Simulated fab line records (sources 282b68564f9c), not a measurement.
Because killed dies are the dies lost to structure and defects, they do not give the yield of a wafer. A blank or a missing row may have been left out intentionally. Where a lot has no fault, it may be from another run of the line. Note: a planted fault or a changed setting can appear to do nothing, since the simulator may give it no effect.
Problem report, 8D (eight disciplines) form, completed by code + flow rit_cmos + the parts of the form that need people (team, actions taken, sign-off) are left out

== 1. PROBLEM STATEMENT ==
At RIT_SDANNEAL_CLEAN_00, run_length_s averages 645.0 s over 6 wafers from 2 lots, while fault-free wafers read 626.6 s, standard deviation 2.8. Relative to the usual mean, that is a shift of +6.6 standard deviations.
The step: cleans in SC1, time 600 s.
First observed at day 4 23:33: wafer L999.1, on wet_bench-01. The record has a number at this step for 42 wafers belonging to 14 lots. Rule for "out", or "out of limits": more than 4 standard deviations from the usual mean. Any other wafer with a number is counted as sound.

== 2. WHAT IT IS AND WHAT IT IS NOT ==
| question                    | is                     | is not                                                                                                         |
|-----------------------------|------------------------|----------------------------------------------------------------------------------------------------------------|
| which readings at this step | run_length_s           | bath_guard_temp_C, temp_c                                                                                      |
| which lots                  | L100, L999             | L102, L103, L106, L107, L109, L111, L113, L114, L992, L993, L994, L995                                         |
| which wafers of those lots  | all that have a number | -                                                                                                              |
| read on which tools         | wet_bench-01           | wet_bench-03, wet_bench-04                                                                                     |
| when                        | from day 4 23:33       | up to then (12 sound wafers); but 24 sound wafers of L102, L103, L106, L107, L109, L111, L113, L114 came after |

== 3. SUSPECTS, AND WHAT RULES EACH OUT ==
Counting: any tool at a process step up to the reading is kept as a suspect provided that every lot that is out went through it and no sound lot did after the first of them.
- wet_bench-01 at RIT_SDANNEAL_CLEAN_00 (cleans in SC1, time 600 s): kept. It ran every lot that is out, first L999 (day 4 23:33), and no sound lot after that. Its own readings are out on those wafers: run_length_s.
After counting, what remains is wet_bench-01 at RIT_SDANNEAL_CLEAN_00.

== 4. THE CAUSE (what the simulator had put in) ==
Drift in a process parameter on wet_bench-01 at RIT_SDANNEAL_CLEAN_00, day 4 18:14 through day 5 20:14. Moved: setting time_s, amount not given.
The count eliminated every tool but this one.

== 5. THE EFFECT CHAIN, in route order ==
Each row: a reading where the mean over the struck wafers with a number is more than 3 standard deviations away from the usual. Scope: only readings with a usual standard deviation given in the record; hours: median across lots of the time from each lot's start at the first step in this table that gives one to its start at this step; sigmas: change in usual standard deviations.
| hours | step                  | reading      | usual   | on struck wafers | change | sigmas |
|-------|-----------------------|--------------|---------|------------------|--------|--------|
| 0     | RIT_SDANNEAL_CLEAN_00 | run_length_s | 626.6 s | 645.0            | +18.4  | +6.6   |
The process steps in it:
- RIT_SDANNEAL_CLEAN_00: cleans in SC1, time 600 s.

== 6. HOW IT WOULD HAVE BEEN CAUGHT EARLIER ==
The fault began at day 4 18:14; the first out-of-limits reading in this record came at day 4 23:33, 5 hours later.
